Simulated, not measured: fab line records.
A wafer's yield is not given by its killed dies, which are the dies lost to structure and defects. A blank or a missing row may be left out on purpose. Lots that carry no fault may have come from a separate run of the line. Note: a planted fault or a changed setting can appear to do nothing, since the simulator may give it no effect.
Comparing a struck lot with a sound one -- flow berkeley-cmos170 -- 14 out of 331 route steps
Sound: wafers L846.3, L846.4, L846.6. The struck wafers were L855.4, L855.5, L855.6. The cause is named last.
Order at every step that has rows: each side's tool, ch and its chambers, its first start. Under that, the readings that differ: sound wafers -- struck wafers -- difference of the means -- sigmas: that difference in standard deviations of wafers without a fault.
alike: same words and numbers on both sides, and readings whose means sit less than 2 such deviations apart. not compared: any withheld reading, any reading some wafer has no value for, any bound like >300 that may hide the same value, and any number with overlapping values for which the record gives no deviation.
Wherever a step has rows on one side only, a row that says differs or no value, or a row with sigmas, the two part there. Numbers that don't overlap but have no deviation are shown without sigmas and don't part them. Lack of a reading on every wafer of one side parts them only where that side has two or more wafers.

first, 1 step without rows for these wafers: UCB170_GATE_WET_ETCH_00 (etches SiO2 in dHF, time 200 s).
UCB170_FIELD_THK_MEAS_91:
  struck on film-metro-02, day 9 04:50; sound on film-metro-04, day 7 00:38
  alike: FIELD_OXIDE_LEFT_2_THK
then, 1 step without rows for these wafers: UCB170_GATE_OXIDATION_01 (target thk 6.6 nm, ox time 1800 s).
UCB170_GATE_THK_MEAS_02:
  struck on film-metro-04, day 9 11:07; sound on film-metro-03, day 7 03:43
  alike: GATE_OXIDE_THK
then, 2 steps without rows for these wafers: UCB170_GATE_ANNEAL_03 (time 1800 s); UCB170_GATE_CVD_04 (deposits poly-Si from SiH4, time 1440 s, target thk 214 nm).
UCB170_GATE_THK_MEAS_05:
  struck on film-metro-01, day 9 19:07; sound on film-metro-01, day 7 09:05
reading,sound,struck,difference,sigmas
GATE_POLY_THK (nm),212.5 211.1 210.1,215.6 215.4 217.1,+4.8,+3
then, 5 steps without rows for these wafers: UCB170_GATE_COAT_06; UCB170_GATE_COAT_07 (resist thk 900 nm); UCB170_GATE_SOFTBAKE_08 (time 60 s); UCB170_GATE_EXPOSE_09 (exposes mask POLY, target cd 350 nm); UCB170_GATE_PEB_10.
UCB170_GATE_DEVELOP_11: develop time 45 s.
  sound on litho-track-03 ch 0, day 7 10:00; struck on litho-track-02, day 9 20:00
  no value came back on the struck wafers for chill-plate-temp-C (C), develop-time-s (s), resist-line-temp-C (C); on the sound wafers chill-plate-temp-C (C) reads 23.02 23.13 23.02
reading,sound,struck,difference,sigmas
model.KrF_of_GATE_COAT_07.thk-nm (nm),885.6 888 886,898.5 898.5 899.9,+12.4,
UCB170_GATE_CD_MEAS_12: target cd 350 nm.
  struck on cd-sem-01, day 9 20:34; sound on cd-sem-01, day 7 10:20
reading,sound,struck,difference,sigmas
cd-nm (nm),350.8 351.3 350.0,- - -,no value on the struck wafers,

WHERE THEY PART
Earliest at UCB170_GATE_THK_MEAS_05; latest, in this record, at UCB170_GATE_CD_MEAS_12.

WHY: whatever the simulator had introduced
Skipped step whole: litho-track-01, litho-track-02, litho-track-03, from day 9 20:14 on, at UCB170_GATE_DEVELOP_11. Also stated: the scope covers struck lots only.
